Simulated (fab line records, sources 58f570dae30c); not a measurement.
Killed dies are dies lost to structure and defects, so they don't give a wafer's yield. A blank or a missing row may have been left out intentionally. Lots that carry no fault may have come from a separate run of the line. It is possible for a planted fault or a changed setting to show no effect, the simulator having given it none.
Check of tool commonality + flow berkeley-cmos170 + 14 lots and 42 wafers in the sample

## REASON FOR OPENING
Of 14 lots, 2 have the reading PLDD_OVL flagged at UCB170_PLDD_OVL_MEAS_07. No-fault wafers: -3 nm, standard deviation 6.
Rule: a lot is flagged in two cases, either no wafer of it has a number, or all its wafers with numbers fall more than 4 standard deviations from that mean. All remaining lots are regarded as sound.

| lot  | measured     | on         | PLDD_OVL (nm), wafer by wafer | flag    |
|------|--------------|------------|-------------------------------|---------|
| L342 | day 6 16:34  | overlay-02 | 2 -2 1                        |         |
| L340 | day 6 17:10  | overlay-02 | -10 -8 -9                     |         |
| L341 | day 6 17:14  | overlay-01 | -4 -4 1                       |         |
| L343 | day 6 22:08  | overlay-02 | 7 5 8                         |         |
| L345 | day 7 08:44  | overlay-01 | -10 -8 -3                     |         |
| L344 | day 7 08:52  | overlay-02 | 2 -4 -3                       |         |
| L346 | day 7 10:06  | overlay-01 | 1 -9 -3                       |         |
| L347 | day 7 10:22  | overlay-02 | -10 -14 -19                   |         |
| L349 | day 8 10:28  | overlay-01 | -3 -4 1                       |         |
| L354 | day 8 23:36  | overlay-02 | 183 185 183                   | FLAGGED |
| L355 | day 9 16:00  | overlay-01 | 173 181 176                   | FLAGGED |
| L359 | day 9 18:24  | overlay-01 | -5 -4 -7                      |         |
| L360 | day 9 18:58  | overlay-02 | -14 -12 -11                   |         |
| L361 | day 10 11:32 | overlay-01 | 1 -4 5                        |         |
The numbers of the flagged lots are 180 nm on average: +183 nm against the usual, or +31 standard deviations.

## WHICH TOOL RAN EACH LOT
Before the reading, the record contains 2 process steps out of a 331-step route. Each cell gives the tool, then ch followed by the chambers the sampled wafers passed through, then the start.
| lot  | flag    | UCB170_GATE_ETCH_14                | UCB170_PLDD_EXPOSE_03             |
|------|---------|------------------------------------|-----------------------------------|
| L342 |         | rie-diel-03 ch 0,1,2, day 6 14:05  | krf-scanner-02 ch 0, day 6 15:24  |
| L340 |         | rie-diel-02 ch 1,2,3, day 6 14:14  | krf-scanner-01 ch 0, day 6 15:47  |
| L341 |         | rie-diel-03 ch 1,2,3, day 6 14:19  | krf-scanner-02 ch 0, day 6 16:11  |
| L343 |         | rie-diel-04 ch 0,1, day 6 20:12    | krf-scanner-01 ch 0, day 6 21:35  |
| L345 |         | rie-diel-04 ch 0,2,3, day 7 06:58  | krf-scanner-02 ch 0, day 7 08:04  |
| L344 |         | rie-diel-03 ch 0,1,3, day 7 07:08  | krf-scanner-01 ch 0, day 7 08:19  |
| L346 |         | rie-diel-03 ch 0,1, day 7 08:30    | krf-scanner-01 ch 0, day 7 09:31  |
| L347 |         | rie-diel-02 ch 0,2,3, day 7 08:45  | krf-scanner-01 ch 0, day 7 09:43  |
| L349 |         | rie-diel-04 ch 0,1,3, day 8 09:01  | krf-scanner-01 ch 0, day 8 09:58  |
| L354 | FLAGGED | rie-diel-04 ch 1,3, day 8 21:28    | krf-scanner-02 ch 0, day 8 23:04  |
| L355 | FLAGGED | rie-diel-04 ch 0,1, day 9 14:10    | krf-scanner-02 ch 0, day 9 15:17  |
| L359 |         | rie-diel-02 ch 0,3, day 9 16:48    | krf-scanner-01 ch 0, day 9 17:53  |
| L360 |         | rie-diel-03 ch 1,2, day 9 17:05    | krf-scanner-01 ch 0, day 9 18:28  |
| L361 |         | rie-diel-03 ch 0,1,3, day 10 10:05 | krf-scanner-01 ch 0, day 10 11:01 |
These steps, and what they do:
- UCB170_GATE_ETCH_14: etches BARC in N2/H2.
- UCB170_PLDD_EXPOSE_03: exposes mask PSELECT, target cd 1200 nm.
- UCB170_PLDD_OVL_MEAS_07

## FLAGGED OVER TOTAL, TOOL BY TOOL (the gauges that took the reading come last)
| step                    | tool           | lots run | flagged | share of the flagged lots | sound lots run after its first flagged lot |
|-------------------------|----------------|----------|---------|---------------------------|--------------------------------------------|
| UCB170_GATE_ETCH_14     | rie-diel-02    | 3        | 0       | none                      | -                                          |
| UCB170_GATE_ETCH_14     | rie-diel-03    | 6        | 0       | none                      | -                                          |
| UCB170_GATE_ETCH_14     | rie-diel-04    | 5        | 2       | all                       | 0                                          |
| UCB170_PLDD_EXPOSE_03   | krf-scanner-01 | 9        | 0       | none                      | -                                          |
| UCB170_PLDD_EXPOSE_03   | krf-scanner-02 | 5        | 2       | all                       | 0                                          |
| UCB170_PLDD_OVL_MEAS_07 | overlay-01     | 7        | 1       | some                      | 2 (L359,L361)                              |
| UCB170_PLDD_OVL_MEAS_07 | overlay-02     | 7        | 1       | some                      | 1 (L360)                                   |

## THE TABLE: WHAT IT ALLOWS
2 rows of the table ran every flagged lot: rie-diel-04 at UCB170_GATE_ETCH_14, krf-scanner-02 at UCB170_PLDD_EXPOSE_03.
- rie-diel-04 at UCB170_GATE_ETCH_14: 2 of its 5 lots flagged. A fault beginning between L349 (day 8 09:01), its last sound lot, and L354 (day 8 21:28), its first flagged one, fits the data.
- krf-scanner-02 at UCB170_PLDD_EXPOSE_03: 2 of its 5 lots flagged. A fault beginning between L345 (day 7 08:04), its last sound lot, and L354 (day 8 23:04), its first flagged one, fits the data.
Because each of these 2 tools fits a fault that began at some hour, counting lots does not separate them. More lots, or a look at what each step does to the wafer, might.

## WHAT HAD BEEN PUT IN BY THE SIMULATOR
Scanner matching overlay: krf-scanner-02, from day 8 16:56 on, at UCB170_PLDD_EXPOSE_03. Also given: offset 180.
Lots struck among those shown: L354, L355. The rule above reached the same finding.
